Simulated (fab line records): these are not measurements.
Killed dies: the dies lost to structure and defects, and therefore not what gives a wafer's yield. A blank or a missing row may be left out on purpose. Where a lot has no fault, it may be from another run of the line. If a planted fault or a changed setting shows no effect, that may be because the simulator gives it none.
Problem report, 8D (eight disciplines) form, completed by code    flow rit cmos    the parts of the form that need people (team, actions taken, sign-off) are left out

1. WHAT IS WRONG
ACTIVE_NITRIDE_THK at RIT_ACTIVE_THK_MEAS_04 reads a mean of 195.4 nm on 3 wafers of 1 lot; wafers without a fault read 150.0 nm with a standard deviation of 1.8. Relative to the usual mean, that is a shift of +25 standard deviations.
First seen on wafer L755.4, day 5 14:02, on film metro-01. The record holds 39 wafers of 13 lots with a number at this step. The rule behind "out" and "out of limits": a value lying over 4 standard deviations away from the usual mean. The other wafers with a number count as sound.

2. WHAT IT IS, AND WHAT IT ISN'T
question                     is                      is not
which readings at this step  ACTIVE_NITRIDE_THK      -
which lots                   L755                    L736, L737, L738, L739, L741, L745, L747, L748, L750, L751, L757, L759
which wafers of those lots   all that have a number  -
read on which gauges         film metro-01           film metro-03, film metro-04
when                         from day 5 14:02        up to then (30 sound wafers); but 6 sound wafers of L757, L759 came after

3. WHAT RULES OUT EACH SUSPECT
Counting: a tool at a process step up to the reading stays a suspect if it ran every lot that is out and no sound lot after the first of them.
- the gauge at RIT_ACTIVE_THK_MEAS_04: ruled out. All the wafers that are out were read on film metro-01, but those of them that RIT_ACTIVE_CVD_03 has rows for are out there too, on other tools.
- lpcvd-01 at RIT_ACTIVE_CVD_03 (deposits Si3N4 from SiH2Cl2/NH3, target thk 150 nm, time 1500 s): ruled out as a lasting fault. Sound lots L759 ran on it after its first lot that is out, L755 (day 5 12:35).
Left after counting: nothing in the record.

4. THE CAUSE (what the simulator had put in)
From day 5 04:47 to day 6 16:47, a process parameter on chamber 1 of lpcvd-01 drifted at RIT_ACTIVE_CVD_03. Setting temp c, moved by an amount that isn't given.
Counting ruled it out, wrongly: the rule takes a fault to strike every lot that its tool runs from its start on, and this one did not.

5. THE EFFECT CHAIN, in route order
Rows list readings where the struck wafers' mean (over those with a number) sits beyond 3 standard deviations from the usual. Only readings for which the record gives a usual standard deviation are gone through. hours: the time from each lot's start at the first step in this table that gives one to its start at this step, as a median over the lots. sigmas: the change in usual standard deviations.
hours  step                    reading             usual       on struck wafers  change  sigmas
0      RIT_ACTIVE_CVD_03       spike tc centre C   811.2 C     825.9             +14.7   +12
0      RIT_ACTIVE_CVD_03       spike tc load C     834.7 C     851.0             +16.3   +7.8
0      RIT_ACTIVE_CVD_03       susceptor temp C    810.1 C     824.8             +14.7   +43
1      RIT_ACTIVE_THK_MEAS_04  ACTIVE_NITRIDE_THK  150.0 nm    195.4             +45.4   +25
3      RIT_ACTIVE_ETCH_13      oes product au      0.824 a.u.  0.971             +0.147  +15
It contains these process steps:
- RIT_ACTIVE_CVD_03: deposits Si3N4 from SiH2Cl2/NH3, target thk 150 nm, time 1500 s.
- RIT_ACTIVE_ETCH_13: etches Si3N4 in SF6, stops on SiO2, time 210 s, target depth 210 nm.

6. WHAT WOULD HAVE CAUGHT IT SOONER
In this record the first reading out of limits at a measuring or inspecting step was taken at day 5 14:02, 9 hours after the fault began at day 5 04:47.
At RIT_ACTIVE_CVD_03, the tool's own readings (spike tc centre C, spike tc load C, susceptor temp C) were out on each struck wafer the step has a row for, so an alarm limit on them would have fired on the first such wafer.
